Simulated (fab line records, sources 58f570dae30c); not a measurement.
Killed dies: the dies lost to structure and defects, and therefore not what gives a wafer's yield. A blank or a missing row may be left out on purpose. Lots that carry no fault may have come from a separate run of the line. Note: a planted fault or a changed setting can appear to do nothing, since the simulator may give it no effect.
Struck lot and sound lot, side by side || flow berkeley_cmos170 || 38 steps out of a route of 331
Sound: these wafers, L433.2, L433.3, L433.4. The struck wafers were L448.2, L448.5, L448.6. The cause is given at the end.
Per side, at each step with rows, come the tool, then ch with its chambers, and then its first start. Under that, the readings that differ: sound wafers || struck wafers || difference of the means || sigmas: that difference in standard deviations of wafers without a fault.
alike: readings with means less than 2 such deviations apart, plus words and numbers identical on both sides. not compared: withheld readings, readings lacking a value on some wafer, bounds such as >300 that could conceal the same value, and numbers that have no deviation in the record and whose values overlap.
Wherever a step has rows on one side only, a row that says differs or no value, or a row with sigmas, the two part there. When numbers do not overlap yet have no deviation, they are printed without sigmas and do not part them. A reading that every wafer of one side lacks parts them only if that side has two wafers or more.

UCB170_SPACER_CVD_00: deposits SiO2 from TEOS/O2, target thk 376 nm, time 47 s.
  sound on pecvd-02 ch 1,2, day 7 22:23; struck on pecvd-01 ch 0,2, day 10 20:00
  alike: heater_power_w
UCB170_SPACER_THK_MEAS_01:
  sound on film_metro-04, day 7 22:26; struck on film_metro-04, day 10 20:04
  alike: SPACER_TEOS_THK
then, 1 step without rows for these wafers: UCB170_SPACER_ANNEAL_02 (time 1800 s).
UCB170_SPACER_ETCHBACK_03: etches SiO2 in CHF3/CF4/Ar, stops on Si, target depth 376 nm, time 100 s.
  sound on rie_diel-04 ch 1,2,3, day 8 03:23; struck on rie_diel-03 ch 1,2,3, day 10 21:53
  alike: drypump_motor_current_A, oes_product_au, throttle_valve_pct
  not compared: rf_hours_counter_h
then, 6 steps without rows for these wafers: UCB170_PSD_HMDS_00 (prime time 60 s); UCB170_PSD_COAT_01 (resist thk 900 nm); UCB170_PSD_SOFTBAKE_02 (time 60 s); UCB170_PSD_EXPOSE_03 (exposes mask PSELECT MOD, target cd 1200 nm); UCB170_PSD_PEB_04; UCB170_PSD_DEVELOP_05 (develop time 45 s).
UCB170_PSD_CD_MEAS_06: the cd target is 1200 nm.
  sound on cd_sem-02, day 8 04:49; struck on cd_sem-02, day 10 23:44
  alike: cd_nm
UCB170_PSD_OVL_MEAS_07:
  sound on overlay-01, day 8 04:55; struck on overlay-02, day 10 23:50
  alike: PSD_OVL
UCB170_PSD_IMPLANT_08:
  sound on implanter-02 ch 0, day 8 04:59; struck on implanter-02 ch 0, day 10 23:53
{"reading": "dose_ions_cm2", "sound": "3.004e+15 2.996e+15 3.001e+15", "struck": "3.144e+15 3.145e+15 3.145e+15", "difference": "+1.443e+14", "sigmas": "+45"}
{"reading": "faraday_current_uA", "sound": "8977 9252 9142", "struck": "9721 9571 9309", "difference": "+410", "sigmas": "+2"}
UCB170_PSD_STRIP_09: strips in O2.
  sound on plasma_asher-02 ch 0,1, day 8 05:06; struck on plasma_asher-02 ch 0,1, day 11 00:01
{"reading": "strip_time_to_endpoint_s (s)", "sound": "29.47 29.55 29.53", "struck": "29.89 29.89 29.90", "difference": "+0.38", "sigmas": "+5"}
  alike: drypump_motor_current_A, oes_product_au
  not compared: rf_hours_counter_h
UCB170_PSD_TW_MEAS_10:
  sound on film_metro-01, day 8 05:13; struck on film_metro-03, day 11 00:08
{"reading": "PSD_TW", "sound": "2307 2330 2308", "struck": "2369 2398 2379", "difference": "+67", "sigmas": "+3"}
then, 7 steps without rows for these wafers: UCB170_PSD_CLEAN_11 (cleans in SPM, time 600 s); UCB170_NSD_HMDS_00 (prime time 60 s); UCB170_NSD_COAT_01 (resist thk 900 nm); UCB170_NSD_SOFTBAKE_02 (time 60 s); UCB170_NSD_EXPOSE_03 (exposes mask NSELECT MOD, target cd 1200 nm); UCB170_NSD_PEB_04; UCB170_NSD_DEVELOP_05 (develop time 45 s).
UCB170_NSD_CD_MEAS_06: the cd target is 1200 nm.
  sound on cd_sem-02, day 8 07:59; struck on cd_sem-01, day 11 04:06
  alike: cd_nm
UCB170_NSD_OVL_MEAS_07:
  sound on overlay-01, day 8 08:05; struck on overlay-02, day 11 04:12
  alike: NSD_OVL
next, for these wafers, 1 step has no rows: UCB170_NSD_IMPLANT_08.
UCB170_NSD_STRIP_09: strips in O2.
  sound on plasma_asher-02 ch 0,1, day 8 08:16; struck on plasma_asher-01 ch 0,1, day 11 04:23
  alike: drypump_motor_current_A, oes_product_au, strip_time_to_endpoint_s
  not compared: rf_hours_counter_h
UCB170_NSD_TW_MEAS_10:
  sound on film_metro-03, day 8 08:22; struck on film_metro-03, day 11 04:29
  alike: NSD_TW
then, 4 steps without rows for these wafers: UCB170_NSD_CLEAN_11 (cleans in SPM, time 600 s); UCB170_BACKSIDE_HMDS_00 (prime time 60 s); UCB170_BACKSIDE_COAT_01 (resist thk 900 nm); UCB170_BACKSIDE_SOFTBAKE_02 (time 60 s).
UCB170_BACKSIDE_STRIP_03: strips in O2.
  sound on plasma_asher-03 ch 0,1, day 8 09:19; struck on plasma_asher-04 ch 0,1, day 11 06:02
  alike: drypump_motor_current_A, oes_product_au, strip_time_to_endpoint_s
  not compared: rf_hours_counter_h
then, 1 step without rows for these wafers: UCB170_BACKSIDE_CLEAN_04 (cleans in SPM, time 600 s).
UCB170_SDANNEAL_RTA_00: time 10 s.
  sound on rtp_anneal-01 ch 0, day 8 09:35; struck on rtp_anneal-02 ch 0, day 11 06:57
  alike: lamp_power_pct, wafer_temp_C_max
then, 1 step without rows for these wafers: UCB170_SDANNEAL_RTA_01 (time 5 s).
UCB170_SDANNEAL_RS_MEAS_02: uses a four-point probe to measure.
  sound on film_metro-03, day 8 09:44; struck on film_metro-01, day 11 07:05
{"reading": "PSD_RS (ohm/sq)", "sound": "74.94 74.89 75.15", "struck": "72.68 72.49 72.59", "difference": -2.41, "sigmas": -9}
UCB170_SDANNEAL_RS_MEAS_03: uses a four-point probe to measure.
  sound on film_metro-03, day 8 09:51; struck on film_metro-01, day 11 07:12
  alike: NSD_RS
UCB170_M3_PROBE_99:
  the record has rows for the sound wafers here (prober-02, day 9 13:56) and none for the struck ones

WHERE THEY PART
At UCB170_PSD_IMPLANT_08 first; at UCB170_M3_PROBE_99 last (within this record only).

WHY: the cause the simulator had injected
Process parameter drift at UCB170_PSD_IMPLANT_08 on implanter-02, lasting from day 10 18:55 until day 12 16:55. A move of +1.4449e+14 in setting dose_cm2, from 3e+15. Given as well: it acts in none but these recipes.
